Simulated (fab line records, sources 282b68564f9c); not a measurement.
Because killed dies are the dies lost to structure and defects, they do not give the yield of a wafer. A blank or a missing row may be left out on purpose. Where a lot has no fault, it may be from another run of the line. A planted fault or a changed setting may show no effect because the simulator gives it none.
The tool behind it: which one? ; flow rit cmos ; route of 202 steps, sampled at 1 step: 15 lots, 45 wafers

## WHAT EACH GAUGE READ, for each wafer
RIT_ACTIVE_BOW_MEAS_00.
lot;measured;on;INCOMING_BOW (um)
L109;day 1 10:00;film metro-03;11 -6 -24
L110;day 1 15:00;film metro-03;-13 6 -4
L111;day 1 20:01;film metro-02;-4 -2 1
L112;day 2 01:04;film metro-02;-3 6 -1
L113;day 2 06:02;film metro-01;8 8 9
L114;day 2 11:00;film metro-02;-10 -8 1
L115;day 2 16:01;film metro-03;-1 -5 6
L116;day 2 21:02;film metro-02;-2 9 -9
L123;day 4 08:00;film metro-01;-16 6 -9
L124;day 4 13:00;film metro-02;9 5 -4
L125;day 4 18:01;film metro-03;4 10 1
L126;day 4 23:00;film metro-03;3 -8 -4
L127;day 5 04:00;film metro-02;-3 8 -11
L130;day 5 19:00;film metro-01;0 -5 7
L132;day 6 05:01;film metro-01;-9 4 9

## WHAT TOOL EACH LOT RAN ON (gives the tool, then ch and the chambers of the sampled wafers, and finally the start)
The record holds no process step before these readings.

## AS READ BY THE TOOLS THEMSELVES (means over the sampled wafers that have a number; for cases with no such wafer, the mark the record gives instead)
The record holds no such reading with a usual standard deviation.

## THE ANSWER, worked out from the rows above alone
Rule: the lots themselves supply what counts as usual. The widest of any qualifying gaps counts: lots, ordered by their means at a reading, are off when they make up no more than a third of the lots, leave a main group of 4 or more, and stand apart from it by 3 or more times the standard deviation of that group's means. A main group whose means are all the same, to the digits that the tables above print for the reading, isn't used. A lot without any number at a reading at which 4 lots or more have one is off too. Any other lot the step has rows for is counted as sound. The gauges are gone through in route order, then the tools' own readings, and for those a lot's mean is taken as printed above. At the first step where some lot is off, the reading lying furthest off is the one used; lots without a number count as furthest.
Across all readings shown, no lot is off: no conclusion can be drawn from this.

## WHAT THE SIMULATOR PUT IN
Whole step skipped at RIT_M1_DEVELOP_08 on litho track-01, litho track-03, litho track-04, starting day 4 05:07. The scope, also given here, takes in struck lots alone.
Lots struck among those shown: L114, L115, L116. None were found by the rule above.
